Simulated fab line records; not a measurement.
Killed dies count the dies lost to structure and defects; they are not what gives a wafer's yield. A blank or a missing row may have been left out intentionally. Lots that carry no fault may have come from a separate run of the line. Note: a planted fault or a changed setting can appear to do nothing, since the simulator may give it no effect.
Struck lot and sound lot, side by side + flow rit_cmos + 26 steps out of a route of 202
Sound: the wafers L370.1, L370.3, L370.5. Wafers L379.2, L379.4, L379.6 were the ones struck. The cause comes at the end.
At each step with rows: each side's tool, then ch and its chambers, then its first start. Under that, the readings that differ: sound wafers + struck wafers + difference of the means + sigmas: that difference in standard deviations of wafers without a fault.
alike: a reading whose means differ by less than 2 such deviations, as well as words and numbers matching on both sides. not compared: withheld readings; readings where some wafer has no value; bounds like >300 that might hide an equal value; numbers whose values overlap and for which the record gives no deviation.
The two part at a step that has a row with sigmas, a row that says differs or no value, or rows on one side only. When numbers do not overlap yet have no deviation, they are printed without sigmas and do not part them. Lack of a reading on every wafer of one side parts them only where that side has two or more wafers.

first, 1 step without rows for these wafers: RIT_PRETRO_IMPLANT_08.
RIT_PRETRO_STRIP_09: strips in O2, time 180 s.
  sound on plasma_asher-02 ch 1, day 2 17:09; struck on plasma_asher-02 ch 0, day 4 17:41
  alike: drypump_motor_current_A
  not compared: rf_hours_counter_h
RIT_PRETRO_TW_MEAS_10:
  sound on film_metro-02, day 2 17:20; struck on film_metro-03, day 4 17:52
  alike: PRETRO_TW
then, 5 steps without rows for these wafers: RIT_GATE_WET_ETCH_00 (etches SiO2 in BOE, target depth 56 nm, time 60 s); RIT_GATE_CLEAN_01 (cleans in SC1, time 600 s); RIT_GATE_CLEAN_02 (cleans in dHF, time 30 s); RIT_GATE_CLEAN_03 (cleans in SC2, time 600 s); RIT_GATE_CLEAN_04 (cleans in dHF, time 60 s).
RIT_FOX2_THK_MEAS_91:
  sound on film_metro-01, day 2 17:50; struck on film_metro-03, day 4 18:22
  alike: FIELD_OXIDE_LEFT_2_THK
then, 2 steps without rows for these wafers: RIT_GATE_OXIDATION_05 (target thk 3 nm, ox time 270 s); RIT_GATE_ANNEAL_06 (time 600 s).
RIT_GATE_THK_MEAS_07:
  sound on film_metro-04, day 2 20:27; struck on film_metro-01, day 4 19:45
  alike: GATE_OXIDE_THK
RIT_GATE_CVD_08: deposits poly-Si from SiH4, target thk 250 nm, time 2220 s.
  sound on lpcvd-01 ch 0, day 2 20:31; struck on lpcvd-01 ch 0, day 4 19:48
| reading                                  | sound             | struck          | difference | sigmas |
|------------------------------------------|-------------------|-----------------|------------|--------|
| model.poly-Si_of_GATE_CVD_08.thk_nm (nm) | 248.3 245.7 248.7 | 400 400.6 403.7 | +154       |        |
  alike: zone_power_load_pct
RIT_GATE_THK_MEAS_09:
  sound on film_metro-03, day 2 22:08; struck on film_metro-01, day 4 22:14
| reading            | sound             | struck            | difference | sigmas |
|--------------------|-------------------|-------------------|------------|--------|
| GATE_POLY_THK (nm) | 248.2 245.8 248.7 | 399.9 401.0 403.6 | +153.9     | +64    |
then, 6 steps without rows for these wafers: RIT_GATE_HMDS_10 (prime time 60 s); RIT_GATE_COAT_11 (resist thk 850 nm); RIT_GATE_SOFTBAKE_12 (time 60 s); RIT_GATE_EXPOSE_13 (exposes mask M6, target cd 150 nm); RIT_GATE_PEB_14; RIT_GATE_DEVELOP_15 (develop time 50 s).
RIT_GATE_CD_MEAS_16: the cd target is 150 nm.
  sound on cd_sem-02, day 2 23:02; struck on cd_sem-02, day 4 23:17
  alike: cd_nm
RIT_GATE_OVL_MEAS_17:
  sound on overlay-01, day 2 23:11; struck on overlay-01, day 4 23:23
  alike: GATE_OVL
then, 1 step without rows for these wafers: RIT_GATE_HARDBAKE_18 (time 60 s).
RIT_GATE_ETCH_19: etches poly-Si in SF6/CHF3/O2, stops on SiO2, time 165 s, target depth 312.5 nm.
  sound on rie_si-01 ch 0,1,2, day 2 23:29; struck on rie_si-02 ch 0,1,3, day 4 23:34
| reading                          | sound             | struck            | difference | sigmas |
|----------------------------------|-------------------|-------------------|------------|--------|
| oes_product_au (a.u.)            | 0.841 0.842 0.861 | 0.968 0.998 1.053 | +0.158     | +9     |
| model.GATE.feature_depth_nm (nm) | 248.3 245.7 248.7 | 313.9 318.2 327.6 | +72.3      |        |
| model.etch.depth_nm (nm)         | 248.3 245.7 248.7 | 313.9 318.2 327.6 | +72.3      |        |
  alike: drypump_motor_current_A, throttle_valve_pct
  not compared: rf_hours_counter_h
RIT_GATE_STRIP_20: strips in O2, time 180 s.
  sound on plasma_asher-01 ch 0,1, day 2 23:36; struck on plasma_asher-03 ch 0,1, day 4 23:40
  alike: drypump_motor_current_A
  not compared: rf_hours_counter_h
RIT_M1_PROBE_99:
  sound on prober-01, day 3 20:51; struck on prober-01, day 5 21:42
| reading             | sound  | struck      | difference | sigmas |
|---------------------|--------|-------------|------------|--------|
| killed_at_front_end | 9 11 3 | 264 263 264 | +256       | +88    |
| killed_dies         | 9 11 3 | 264 264 264 | +256       | +85    |
| killed_on_rim       | 2 2 0  | 70 70 70    | +69        | +49    |
  alike: killed_at_contacts, killed_open, killed_short

WHERE THEY PART
First at RIT_GATE_THK_MEAS_09; last, within this record, at RIT_M1_PROBE_99.

WHY: what had been put in by the simulator
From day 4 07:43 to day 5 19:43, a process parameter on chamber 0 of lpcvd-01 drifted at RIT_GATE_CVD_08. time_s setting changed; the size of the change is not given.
